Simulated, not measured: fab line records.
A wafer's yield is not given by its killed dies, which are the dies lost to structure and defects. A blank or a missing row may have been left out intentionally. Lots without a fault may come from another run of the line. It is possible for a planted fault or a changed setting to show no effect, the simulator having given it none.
Lot-split experiment    flow berkeley cmos170    route with 331 steps; 5 lots, 23 wafers read

== SPLIT DETAILS ==
At UCB170_PWELL_COAT_08 (resist thk 900 nm), the setting resist thk nm was moved away from the recipe's 900 nm on 6 of the 23 wafers read, by -5.1% to +3.7%. All remaining wafers had this setting at the recipe value.

== FROM THE SPLIT TO THE READING: what the file shows between them, 3 steps ==
- UCB170_PWELL_SOFTBAKE_09: time 60 s
- UCB170_PWELL_EXPOSE_10: exposes mask PWELL, target cd 3000 nm
- UCB170_PWELL_DEVELOP_12: develop time 45 s

== THE READING ==
KrF_of_PWELL_COAT_08.thk nm (the simulator's own value, which no gauge read), in nm, at UCB170_PWELL_ETCH_14 (etches Si3N4 in CH3F/Ar/O2, stops on SiO2, target depth 242 nm, time 151 s). No usual value for it is given in the file. Here, 17 wafers ran the recipe; their average is 726.6 nm with a standard deviation of 2.7 nm.

wafer   tool, chamber at the split  resist thk nm as run, nm  against the recipe  KrF_of_PWELL_COAT_08.thk nm, nm  against lot-mates on the recipe
L076.1  litho track-03, 0           863.8                     -4.0%               689.7                            -37.1
L076.2  litho track-03, 0           900                       recipe              726                              -
L076.3  litho track-03, 0           863.8                     -4.0%               689                              -37.8
L076.4  litho track-03, 0           900                       recipe              727.7                            -
L076.5  litho track-03, 0           900                       recipe              726.7                            -
L075.1  litho track-04, 0           900                       recipe              724.5                            -
L075.2  litho track-04, 0           854.2                     -5.1%               679.4                            -45.4
L075.3  litho track-04, 0           854.2                     -5.1%               679                              -45.8
L075.5  litho track-04, 0           900                       recipe              724.3                            -
L075.6  litho track-04, 0           900                       recipe              725.7                            -
L077.1  litho track-04, 0           900                       recipe              731.7                            -
L077.2  litho track-04, 0           900                       recipe              731.6                            -
L077.3  litho track-04, 0           900                       recipe              730.2                            -
L082.2  litho track-04, 0           900                       recipe              726.2                            -
L082.3  litho track-04, 0           900                       recipe              727.8                            -
L082.4  litho track-04, 0           900                       recipe              724.2                            -
L082.5  litho track-04, 0           900                       recipe              728.5                            -
L082.6  litho track-04, 0           900                       recipe              725.7                            -
L083.1  litho track-03, 0           900                       recipe              726.5                            -
L083.2  litho track-03, 0           900                       recipe              723                              -
L083.3  litho track-03, 0           900                       recipe              721.9                            -
L083.4  litho track-03, 0           933.3                     +3.7%               756.1                            +32.3
L083.6  litho track-03, 0           933.3                     +3.7%               756.9                            +33.1

FIT RESULTS
A straight line over all 23 wafers: KrF_of_PWELL_COAT_08.thk nm changes by +8.94 nm for each +1% of resist thk nm; r = +0.99; the points scatter about the line by 2.6 nm.
The same after taking each lot's own level away (the mean of its wafers on the recipe; 23 wafers): +9.02 nm for each +1%; r = +1.00; scatter 1.2 nm.
According to that fit, moving resist thk nm by its largest amount changes the reading by 46 nm.
The lots' own levels span 723.80 to 731.17 nm, that is 2.7 times the standard deviation above.
The two slopes agree, so the slope changes little with the lot-to-lot level.
Check: -46.2 nm against its lot-mates is what the line predicts for one of the wafers moved furthest among these (-5.1%) when that wafer is left out of the fit. It came out at -45.4 nm against them.

== ADDITIONAL SPLITS CARRIED BY THESE WAFERS ==
Note: prior to the reading, these wafers also went through further splits. Each is held against what the fit with the lots' levels taken away leaves over:
other split on the same wafers      wafers away from the commonest value  r with KrF_of_PWELL_COAT_08.thk nm (lot level and that fit taken away)
UCB170_ZERO_COAT_01 spin rpm        7                                     -0.13
UCB170_ZERO_EXPOSE_03 dose mj       9                                     -0.23
UCB170_NWELL_IMPLANT_14 energy kev  9                                     -0.11

== THE WHOLE CHAIN: every reading that the file lists as answering this split, in the file's order ==
step                   what it does                                                                reading                                                                       change (the file's fit)               r (the file's)
UCB170_PWELL_COAT_08   resist thk 900 nm                                                           KrF_of_PWELL_COAT_08.thk nm (the simulator's own value, which no gauge read)  +8.8 nm for each +1% of the setting   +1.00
UCB170_PWELL_ETCH_14   etches Si3N4 in CH3F/Ar/O2, stops on SiO2, target depth 242 nm, time 151 s  KrF_of_PWELL_COAT_08.thk nm (the simulator's own value, which no gauge read)  +9.03 nm for each +1% of the setting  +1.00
UCB170_PWELL_STRIP_16  strips in O2                                                                strip time to endpoint s                                                      withheld for each +1% of the setting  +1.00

== FILE'S OWN FIT ==
KrF_of_PWELL_COAT_08.thk nm changes by +9.03 nm for each +1% of resist thk nm, r = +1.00.
